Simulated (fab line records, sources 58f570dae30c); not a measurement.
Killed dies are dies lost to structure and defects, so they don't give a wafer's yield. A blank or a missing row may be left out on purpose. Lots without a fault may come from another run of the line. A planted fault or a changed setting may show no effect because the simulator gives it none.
Chamber matching | flow berkeley_cmos170 | UCB170_V2_CMP_02 on cmp-01: 4 sister chambers
The step polishes SiO2. 14 wafers are shown with their chamber, then 7 later ones without.

WAFERS WITH THEIR CHAMBER
wafer  | chamber | motor_current_A (A)
L118.1 | 1       | 15.2
L118.3 | 3       | 14.4
L118.6 | 2       | 15.7
L121.1 | 2       | 15.5
L121.4 | 0       | 16.4
L121.5 | 2       | 15.8
L122.1 | 0       | 16.7
L122.4 | 2       | 15.4
L122.6 | 2       | 15.5
L123.3 | 1       | 15.1
L123.4 | 2       | 15.3
L123.6 | 3       | 13.9
L127.2 | 2       | 14.9
L127.4 | 3       | 13.8

SIGNATURES (means of the wafers above)
reading         | chamber 0 | chamber 1 | chamber 2 | chamber 3 | scatter within a chamber
motor_current_A | 16.550    | 15.150    | 15.443    | 14.033    | 0.278
Rule: a wafer's distance from a chamber is the root of the sum, over the readings, of the square of ((its reading less the chamber's mean) divided by the reading's scatter). The wafer belongs to the nearest chamber; if the next one is less than 2 further off, it can't be placed. The scatter: the root of (the sum of the squares of (reading less its chamber's mean) over the shown wafers, divided by (wafers less chambers)).

WAFERS WITHOUT THEIR CHAMBER
wafer  | motor_current_A (A)
L127.5 | 13.0
L130.1 | 16.6
L130.2 | 15.4
L130.3 | 15.2
L139.1 | 13.2
L139.2 | 15.4
L139.4 | 15.0

WHICH CHAMBER EACH WENT THROUGH
wafer  | from the rows above     | in truth
L127.5 | 3                       | 3
L130.1 | 0                       | 0
L130.2 | can't be placed: 2 or 1 | 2
L130.3 | can't be placed: 1 or 2 | 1
L139.1 | 3                       | 3
L139.2 | can't be placed: 2 or 1 | 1
L139.4 | can't be placed: 1 or 2 | 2
Placed correctly: 3 of 7. Can't be placed from these rows: 4 (the true chamber is among the candidates in 4). Placed wrongly: 0.
